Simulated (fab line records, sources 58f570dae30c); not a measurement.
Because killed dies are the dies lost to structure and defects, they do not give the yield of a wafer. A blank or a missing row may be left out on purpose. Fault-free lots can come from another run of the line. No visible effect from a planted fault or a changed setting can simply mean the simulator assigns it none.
Code-filled problem report in 8D (eight disciplines) form	flow berkeley_cmos170	the parts of the form that need people (team, actions taken, sign-off) are left out

== 1. PROBLEM STATEMENT ==
Wafers with no fault read 17.99 s with a standard deviation of 0.086, whereas strip_time_to_endpoint_s at UCB170_NWELL_STRIP_15 reads a mean of 16.35 s on 1 wafer of 1 lot. Relative to the usual mean, that is a shift of -19 standard deviations.
The step: strips in O2.
First observed at day 5 02:22: wafer L422.5, on plasma_asher-01. The record has a number at this step for 39 wafers belonging to 13 lots. Rule for "out" (also "out of limits"): further than 4 standard deviations from the usual mean. Any other wafer with a number is counted as sound.

== 2. WHAT IT IS; WHAT IT IS NOT ==
question	is	is not
which readings at this step	strip_time_to_endpoint_s	chamber_pressure_mTorr, drypump_motor_current_A, oes_product_au
which lots	L422	L409, L410, L411, L412, L413, L415, L416, L424, L426, L427, L429, L430
which wafers of those lots	L422.5	L422.3, L422.6
read on which tools	plasma_asher-01	plasma_asher-02, plasma_asher-03
when	from day 5 02:22	up to then (23 sound wafers); but 15 sound wafers of L424, L426, L427, L429, L430 came after

== 3. THE SUSPECTS, EACH WITH WHAT RULES IT OUT ==
Counting: if a tool at a process step up to the reading ran every lot that is out, it stays a suspect. Sound lots after the first of them don't rule it out here, since some wafers of a struck lot are sound.
- rie_diel-02 at UCB170_NWELL_ETCH_13 (etches Si3N4 in CH3F/Ar/O2, stops on SiO2, target depth 246.4 nm, time 154 s): kept. It processed L422, the lot that is out, at day 5 02:04, and its most recent sound lot before then was L416 at day 3 22:55.
- plasma_asher-01 at UCB170_NWELL_STRIP_15 (strips in O2): kept. It processed L422, the lot that is out, at day 5 02:22, and its most recent sound lot before then was L413 at day 3 08:36. On those wafers its own readings are out: strip_time_to_endpoint_s.
- At UCB170_NWELL_ETCH_13, inside rie_diel-02: chamber 1 took the wafers that are out, while their sound lot-mates went through chambers 0, 3.
- Within plasma_asher-01 at UCB170_NWELL_STRIP_15: the wafers that are out ran in chamber 1; their sound lot-mates ran in chamber 0.
Left after counting: rie_diel-02 at UCB170_NWELL_ETCH_13, plasma_asher-01 at UCB170_NWELL_STRIP_15.

== 4. THE CAUSE (what the simulator had put in) ==
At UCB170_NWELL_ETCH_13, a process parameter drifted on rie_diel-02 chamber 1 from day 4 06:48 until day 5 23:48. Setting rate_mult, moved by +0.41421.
Of the 2 suspects that counting leaves, this tool is one.

== 5. THE CHAIN OF EFFECTS, in route order ==
Each row: a reading whose mean over the struck wafers that have a number lies more than 3 standard deviations from the usual. Only readings for which the record gives a usual standard deviation are gone through. hours: the time from each lot's start at the first step in this table that gives one to its start at this step, as a median over the lots. sigmas: the change in usual standard deviations.
hours	step	reading	usual	on struck wafers	change	sigmas
0	UCB170_NWELL_STRIP_15	strip_time_to_endpoint_s	17.99 s	16.35	-1.64	-19
It contains these process steps:
- UCB170_NWELL_STRIP_15: strips in O2.
Later measuring or inspecting steps at which every struck wafer that the step has a row for has a number for every such reading, and none has moved that far: UCB170_PWELL_THK_MEAS_03, UCB170_WELLDRIVE_THK_MEAS_02.

== 6. HOW IT WOULD HAVE BEEN CAUGHT EARLIER ==
In this record no reading fell out of limits until day 5 02:22, 20 hours after the fault had begun at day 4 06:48.
An alarm limit of 4 standard deviations would not have fired on the tool readings at UCB170_NWELL_ETCH_13 for which the record gives a usual standard deviation, since none of them was out on any struck wafer.
Lots out: 1; all had begun UCB170_NWELL_ETCH_13 on rie_diel-02 by day 5 02:22. Holding the tool at that point would not have protected any of them.
